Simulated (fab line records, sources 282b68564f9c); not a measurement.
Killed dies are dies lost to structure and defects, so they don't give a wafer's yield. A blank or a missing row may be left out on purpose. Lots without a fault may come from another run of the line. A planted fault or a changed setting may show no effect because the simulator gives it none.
Tool commonality check | flow rit_cmos | 13 lots, 39 wafers sampled

WHY IT WAS OPENED
At RIT_NRETRO_TW_MEAS_10 the reading NRETRO_TW is flagged on 1 of 13 lots. Wafers without a fault read 1060, standard deviation 5.6.
Rule: a lot is flagged when every wafer of it that has a number lies more than 4 standard deviations from that mean, or none has a number. The other lots count as sound.

lot  | measured    | on            | NRETRO_TW, wafer by wafer | flag
L703 | day 2 15:37 | film_metro-01 | 1065 1071 1071            |
L704 | day 2 20:59 | film_metro-04 | 30 30 30                  | FLAGGED
L708 | day 3 17:05 | film_metro-04 | 1064 1061 1063            |
L712 | day 4 12:22 | film_metro-04 | 1049 1052 1053            |
L714 | day 4 22:37 | film_metro-04 | 1051 1057 1055            |
L715 | day 5 04:31 | film_metro-04 | 1064 1060 1062            |
L716 | day 5 08:52 | film_metro-01 | 1063 1063 1059            |
L717 | day 5 14:31 | film_metro-02 | 1062 1066 1063            |
L719 | day 6 00:25 | film_metro-01 | 1065 1062 1060            |
L720 | day 6 04:55 | film_metro-02 | 1057 1057 1057            |
L721 | day 6 09:34 | film_metro-04 | 1057 1063 1063            |
L723 | day 6 20:11 | film_metro-02 | 1056 1059 1058            |
L724 | day 7 00:49 | film_metro-02 | 1055 1055 1056            |
The numbers of the flagged lots are 30 on average: -1030 against the usual, or -99 or more standard deviations.

WHICH TOOL RAN EACH LOT
The record holds 1 process step before the reading, out of a route of 202 steps. In each cell: the tool, then ch and the chambers that the sampled wafers went through, then the start.
lot  | flag    | RIT_NRETRO_EXPOSE_03
L703 |         | iline_stepper-01 ch 0, day 2 14:34
L704 | FLAGGED | iline_stepper-02 ch 0, day 2 19:57
L708 |         | iline_stepper-01 ch 0, day 3 16:03
L712 |         | iline_stepper-01 ch 0, day 4 11:20
L714 |         | iline_stepper-01 ch 0, day 4 21:35
L715 |         | iline_stepper-01 ch 0, day 5 03:29
L716 |         | iline_stepper-02 ch 0, day 5 07:50
L717 |         | iline_stepper-02 ch 0, day 5 13:29
L719 |         | iline_stepper-02 ch 0, day 5 23:24
L720 |         | iline_stepper-02 ch 0, day 6 03:55
L721 |         | iline_stepper-01 ch 0, day 6 08:31
L723 |         | iline_stepper-02 ch 0, day 6 19:10
L724 |         | iline_stepper-02 ch 0, day 6 23:47
What these steps do:
- RIT_NRETRO_EXPOSE_03: exposes mask M4, target cd 43900 nm.
- RIT_NRETRO_TW_MEAS_10

FLAGGED OVER TOTAL, TOOL BY TOOL (the gauges that took the reading come last)
step                  | tool             | lots run | flagged | share of the flagged lots | sound lots run after its first flagged lot
RIT_NRETRO_EXPOSE_03  | iline_stepper-01 | 6        | 0       | none                      | -
RIT_NRETRO_EXPOSE_03  | iline_stepper-02 | 7        | 1       | all                       | 6 (L716,L717,L719,L720,L723,L724)
RIT_NRETRO_TW_MEAS_10 | film_metro-01    | 3        | 0       | none                      | -
RIT_NRETRO_TW_MEAS_10 | film_metro-02    | 4        | 0       | none                      | -
RIT_NRETRO_TW_MEAS_10 | film_metro-04    | 6        | 1       | all                       | 5 (L708,L712,L714,L715,L721)

WHAT THE TABLE ALLOWS
2 rows of the table ran every flagged lot: iline_stepper-02 at RIT_NRETRO_EXPOSE_03, film_metro-04 at RIT_NRETRO_TW_MEAS_10.
- iline_stepper-02 at RIT_NRETRO_EXPOSE_03: 1 of its 7 lots flagged. Sound lots ran on it after the first flagged one (L716, L717, L719, L720, L723, L724), which a lasting fault on the whole tool wouldn't allow.
- film_metro-04 at RIT_NRETRO_TW_MEAS_10: 1 of its 6 lots flagged. Sound lots ran on it after the first flagged one (L708, L712, L714, L715, L721), which a lasting fault on the whole tool wouldn't allow.
No row of the table ran every flagged lot and no sound lot after the first.

WHAT THE SIMULATOR HAD PUT IN
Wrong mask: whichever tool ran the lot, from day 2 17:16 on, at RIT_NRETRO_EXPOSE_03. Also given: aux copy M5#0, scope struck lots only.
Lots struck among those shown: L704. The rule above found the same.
